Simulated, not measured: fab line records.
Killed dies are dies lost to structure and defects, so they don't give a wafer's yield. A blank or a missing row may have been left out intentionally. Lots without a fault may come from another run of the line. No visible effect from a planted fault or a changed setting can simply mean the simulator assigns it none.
Struck lot and sound lot, side by side	flow rit-cmos	18 out of 202 route steps
Sound: these wafers, L705.2, L705.4, L705.6. Wafers struck: L718.1, L718.4, L718.6. Last of all comes the cause.
For every step that has rows: the tool of each side, followed by ch and its chambers, followed by its first start. Under that, the readings that differ: sound wafers	struck wafers	difference of the means	sigmas: that difference in standard deviations of wafers without a fault.
alike: a reading whose means differ by less than 2 such deviations, as well as words and numbers matching on both sides. not compared: withheld readings; readings where some wafer has no value; bounds like >300 that might hide an equal value; numbers whose values overlap and for which the record gives no deviation.
A row with sigmas, a row that says differs or no value, or rows on one side alone: a step with any of these is where the two part. Non-overlapping numbers with no deviation appear without sigmas and do not part them. A reading missing from all wafers of one side parts the sides only when that side holds two or more wafers.

RIT_CONTACT_OVL_MEAS_09:
  sound on overlay-02 at day 3 14:50; struck on overlay-02 at day 6 09:28
reading	sound	struck	difference	sigmas
CONTACT_OVL (nm)	-3.6 -2.1 -1.8	3.6 1.0 2.7	+4.9	+4
then, 1 step without rows for these wafers: RIT_CONTACT_HARDBAKE_10 (time 60 s).
RIT_CONTACT_ETCH_11: etches SiO2 in CHF3/CF4/Ar, stops on TiSi2, target depth 480 nm, time 320 s.
  sound on rie-diel-01 ch 1,2,3, day 3 15:01; struck on rie-diel-01 ch 0,1,3, day 6 09:40
  alike: drypump-motor-current-A, oes-product-au, throttle-valve-pct
  not compared: rf-hours-counter-h
RIT_CONTACT_STRIP_12: strips in O2, time 180 s.
  sound on plasma-asher-03 ch 0,1, day 3 15:12; struck on plasma-asher-03 ch 0,1, day 6 09:51
  alike: drypump-motor-current-A
  not compared: rf-hours-counter-h
RIT_CONTACT_CD_MEAS_90: the cd target is 1000 nm.
  sound on cd-sem-02 at day 3 15:24; struck on cd-sem-01 at day 6 10:02
reading	sound	struck	difference	sigmas
cd-nm (nm)	998.8 995.3 999.8	1003.9 1003.6 1001.7	+5.1	+2
then, 2 steps without rows for these wafers: RIT_CONTACT_CLEAN_13 (cleans in SC1, time 600 s); RIT_CONTACT_CLEAN_14 (cleans in SC2, time 600 s).
RIT_M1_SPUTTER_00: material Al, target thk 400 nm, time 500 s.
  sound on pvd-sputter-04 at day 3 15:51; struck on pvd-sputter-04 at day 6 10:30
  alike: substrate-temp-c, throttle-valve-pct
RIT_M1_RS_MEAS_01: uses a four-point probe to measure.
  sound on film-metro-02 at day 3 16:10; struck on film-metro-03 at day 6 10:47
  alike: M1_AL_RS
RIT_M1_THK_MEAS_02: measures by xrf.
  sound on film-metro-02 at day 3 16:16; struck on film-metro-03 at day 6 10:55
reading	sound	struck	difference	sigmas
M1_AL_THK (nm)	416 415 412	402 397 408	-12	-2
then, 2 steps without rows for these wafers: RIT_M1_HMDS_03 (prime time 60 s); RIT_M1_COAT_04 (resist thk 1300 nm).
RIT_M1_SOFTBAKE_05: time 60 s.
  sound on litho-track-04 ch 0, day 3 16:39; struck on litho-track-04 ch 0, day 6 11:16
reading	sound	struck	difference	sigmas
heater-power-total-W (W)	34.49 34.57 34.68	35.60 35.56 35.60	+1.01	+20
plate-temp-C (C)	90.03 90.05 90.13	92.19 91.89 91.86	+1.91	+15
model.NOVOLAK_of_M1_COAT_04.thk-nm (nm)	1301 1305 1304	1297 1295 1296	-7	
  alike: resist-line-temp-C
then, 2 steps without rows for these wafers: RIT_M1_EXPOSE_06 (exposes mask M12, target cd 2600 nm); RIT_M1_PEB_07.
RIT_M1_DEVELOP_08: develop time 68 s.
  sound on litho-track-02 ch 0; struck on litho-track-04 ch 0
reading	sound	struck	difference	sigmas
model.NOVOLAK_of_M1_COAT_04.thk-nm (nm)	1300 1305 1303	1297 1294 1295	-7	
  alike: resist-line-temp-C
RIT_M1_CD_MEAS_09: the cd target is 2600 nm.
  sound on cd-sem-01 at day 3 17:28; struck on cd-sem-01 at day 6 11:51
  alike: cd-nm
RIT_M1_PROBE_99:
  sound on prober-01 at day 3 20:13; struck on prober-02 at day 6 14:31
reading	sound	struck	difference	sigmas
killed_at_M0_to_M3	0 0 0	0 1 0	+0	+2
killed-open	10 4 7	2 1 4	-5	-2
  alike: defect-limited-yield, killed-at-contacts, killed-at-front-end, killed-dies, killed-short

## WHERE THEY PART
Last at RIT_M1_PROBE_99 as far as this record goes, first at RIT_CONTACT_OVL_MEAS_09.

WHY: what had been put in by the simulator
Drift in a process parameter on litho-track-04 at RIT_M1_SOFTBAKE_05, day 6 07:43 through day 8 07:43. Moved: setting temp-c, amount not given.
